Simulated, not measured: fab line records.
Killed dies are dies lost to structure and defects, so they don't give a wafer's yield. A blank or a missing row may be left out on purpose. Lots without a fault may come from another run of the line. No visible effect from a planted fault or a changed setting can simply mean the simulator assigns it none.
A lot that was struck, set against a sound lot / flow berkeley cmos170 / 22 out of 331 route steps
Sound: wafers L455.2, L455.3, L455.6. Wafers L459.1, L459.4, L459.5 were the ones struck. At the end, the cause is stated.
For every step that has rows: the tool of each side, followed by ch and its chambers, followed by its first start. Under that, the readings that differ: sound wafers / struck wafers / difference of the means / sigmas: that difference in standard deviations of wafers without a fault.
alike: words and numbers the same on both sides, and readings whose means are apart by under 2 such deviations; not compared: readings that were withheld, readings missing a value for some wafer, numbers with overlapping values and no deviation given by the record, and bounds like >300 which may hide the same value.
Wherever a step has rows on one side only, a row that says differs or no value, or a row with sigmas, the two part there. Numbers that have no deviation but don't overlap get no sigmas and don't part them. A reading missing from all wafers of one side parts the sides only when that side holds two or more wafers.

first, 3 steps without rows for these wafers: UCB170_FIELD_WET_ETCH_04 (etches SiO2 in dHF, time 60 s); UCB170_FIELD_WET_ETCH_05 (etches Si3N4 in H3PO4, time 12600 s); UCB170_FIELD_WET_ETCH_06 (etches SiO2 in BOE, time 22 s).
UCB170_FIELD_THK_MEAS_90:
  sound: film metro-01 at day 7 02:05; struck: film metro-03 at day 8 03:36
reading=FIELD_OXIDE_LEFT_1_THK (nm); sound=421 423 418; struck=441 443 449; difference=+24; sigmas=+2
then, 2 steps without rows for these wafers: UCB170_SACOX_CLEAN_00 (cleans in dHF, time 7.5 s); UCB170_SACOX_OXIDATION_01 (target thk 14.4 nm, ox time 2400 s).
UCB170_SACOX_THK_MEAS_02:
  sound: film metro-01 at day 7 09:08; struck: film metro-02 at day 8 10:35
  alike: SACOX_OXIDE_THK
then, 2 steps without rows for these wafers: UCB170_SCREENOX_WET_ETCH_00 (etches SiO2 in dHF, time 200 s); UCB170_SCREENOX_OXIDATION_01 (target thk 14.4 nm, ox time 2400 s).
UCB170_SCREENOX_THK_MEAS_02:
  sound: film metro-04 at day 7 14:53; struck: film metro-03 at day 8 17:46
  alike: SCREENOX_OXIDE_THK
then, 2 steps without rows for these wafers: UCB170_SCREENOX_ANNEAL_03 (time 900 s); UCB170_NVT_HMDS_00 (prime time 60 s).
UCB170_NVT_COAT_01: resist thk 900 nm.
  sound on litho track-03 ch 0, day 7 20:39; struck on litho track-03 ch 0, day 8 23:47
reading=model.KrF_of_NVT_COAT_01.thk nm (nm); sound=900.3 896.6 898.1; struck=725.5 723.9 726.6; difference=-173.0; sigmas=
  alike: dispense pressure kPa
then, 3 steps without rows for these wafers: UCB170_NVT_SOFTBAKE_02 (time 60 s); UCB170_NVT_EXPOSE_03 (exposes mask PWELL, target cd 3000 nm); UCB170_NVT_PEB_04.
UCB170_NVT_DEVELOP_05: develop time 45 s.
  sound: litho track-02 ch 0; struck: litho track-02 ch 0
reading=model.KrF_of_NVT_COAT_01.thk nm (nm); sound=886.1 882.4 883.9; struck=711.3 709.7 712.4; difference=-173.0; sigmas=
UCB170_NVT_OVL_MEAS_06:
  sound: overlay-02 at day 7 21:19; struck: overlay-01 at day 9 00:46
  alike: NVT_OVL
after that, 1 step had no rows for these wafers: UCB170_NVT_IMPLANT_07.
UCB170_NVT_STRIP_08: strips in O2.
  sound on plasma asher-01 ch 0,1, day 7 21:30; struck on plasma asher-04 ch 0,1, day 9 00:56
reading=strip time to endpoint s (s); sound=21.64 21.55 21.59; struck=17.45 17.40 17.46; difference=-4.16; sigmas=-47
  alike: drypump motor current A, oes product au
  not compared: rf hours counter h
UCB170_NVT_TW_MEAS_09:
  sound: film metro-03 at day 7 21:37; struck: film metro-03 at day 9 01:02
  alike: NVT_TW
UCB170_M3_PROBE_99:
  sound wafers here have rows in the record (prober-02, day 10 09:25); struck ones have none

WHERE THEY PART
First at UCB170_FIELD_THK_MEAS_90; last, within this record, at UCB170_M3_PROBE_99.

WHY: what had been put in by the simulator
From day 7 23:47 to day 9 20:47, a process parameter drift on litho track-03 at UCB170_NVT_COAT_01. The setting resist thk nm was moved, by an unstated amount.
